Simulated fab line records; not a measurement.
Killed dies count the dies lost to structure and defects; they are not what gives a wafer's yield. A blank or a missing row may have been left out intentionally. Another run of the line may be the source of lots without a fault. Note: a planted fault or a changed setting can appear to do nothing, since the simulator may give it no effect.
A struck lot beside a sound one + flow berkeley cmos170 + 15 steps out of a route of 331
Sound: these wafers, L973.1, L973.2, L973.4. The struck wafers were L977.2, L977.3, L977.6. Last of all comes the cause.
For every step that has rows: the tool of each side, followed by ch and its chambers, followed by its first start. Under that, the readings that differ: sound wafers + struck wafers + difference of the means + sigmas: that difference in standard deviations of wafers without a fault.
alike: words and numbers the same on both sides, and readings whose means are apart by under 2 such deviations; not compared: readings that were withheld, readings missing a value for some wafer, numbers with overlapping values and no deviation given by the record, and bounds like >300 which may hide the same value.
A row with sigmas, a row that says differs or no value, or rows on one side alone: a step with any of these is where the two part. Non-overlapping numbers with no deviation appear without sigmas and do not part them. A reading missing from all wafers of one side parts the sides only when that side holds two or more wafers.

UCB170_V2_ETCH_14: etches SiO2 in CHF3/CF4/Ar, stops on Al, target depth 1250 nm, time 291 s.
  sound on rie diel-03 ch 0,1,3, day 7 23:37; struck on rie diel-02 ch 0,1, day 8 17:47
  alike: CHF3_flow_sccm, drypump motor current A, oes product au, throttle valve pct
  not compared: rf hours counter h
UCB170_V2_STRIP_15: strips in O2.
  sound on plasma asher-03 ch 0,1, day 7 23:47; struck on plasma asher-01 ch 0,1, day 8 17:58
  alike: drypump motor current A, oes product au, strip time to endpoint s
  not compared: rf hours counter h
UCB170_V2_CD_MEAS_90: target cd 700 nm.
  sound: cd sem-01 at day 7 23:53; struck: cd sem-01 at day 8 18:05
  alike: cd nm
then, 1 step without rows for these wafers: UCB170_M3_PRE_CLEAN_00 (preclean etch time 60 s).
UCB170_M3_SPUTTER_01: material Al, target thk 900 nm, time 120 s.
  sound: pvd sputter-04 at day 8 00:05; struck: pvd sputter-02 at day 8 18:16
  alike: chamber pressure pa, throttle valve pct
UCB170_M3_RS_MEAS_02: the measuring method here is four-point-probe.
  sound: film metro-01 at day 8 00:10; struck: film metro-02 at day 8 18:22
  alike: M3_AL_RS
UCB170_M3_THK_MEAS_03: measures by xrf.
  sound: film metro-01 at day 8 00:17; struck: film metro-02 at day 8 18:28
  alike: M3_AL_THK
then, 3 steps without rows for these wafers: UCB170_M3_HMDS_04 (prime time 60 s); UCB170_M3_COAT_05 (resist thk 900 nm); UCB170_M3_SOFTBAKE_06 (time 60 s).
UCB170_M3_STRIP_07: strips in O2.
  sound on plasma asher-04 ch 0,1, day 8 00:47; struck on plasma asher-02 ch 0,1, day 8 19:16
| reading                      | sound             | struck            | difference | sigmas |
|------------------------------|-------------------|-------------------|------------|--------|
| strip time to endpoint s (s) | 22.08 21.95 22.09 | 21.89 21.89 21.91 | -0.14      | -2     |
  alike: drypump motor current A, oes product au
  not compared: rf hours counter h
then, 1 step without rows for these wafers: UCB170_M3_STRIP_08 (strips KrF in DMSO, time 600 s).
UCB170_M3_COAT_09:
  sound on litho track-04 ch 0, day 8 01:17; struck on litho track-04 ch 0, day 8 19:34
| reading              | sound                | struck               | difference | sigmas |
|----------------------|----------------------|----------------------|------------|--------|
| spin speed rpm (rpm) | 2998.2 2999.2 2999.2 | 3193.6 3194.7 3196.4 | +196.0     | +93    |
then, 1 step without rows for these wafers: UCB170_M3_COAT_10 (resist thk 900 nm).
UCB170_M3_PROBE_99:
  rows exist in the record for the struck wafers here (prober-02, day 8 21:17), but not for the sound ones

WHERE THEY PART
Earliest at UCB170_M3_STRIP_07; latest, in this record, at UCB170_M3_PROBE_99.

WHY: what the simulator had put in
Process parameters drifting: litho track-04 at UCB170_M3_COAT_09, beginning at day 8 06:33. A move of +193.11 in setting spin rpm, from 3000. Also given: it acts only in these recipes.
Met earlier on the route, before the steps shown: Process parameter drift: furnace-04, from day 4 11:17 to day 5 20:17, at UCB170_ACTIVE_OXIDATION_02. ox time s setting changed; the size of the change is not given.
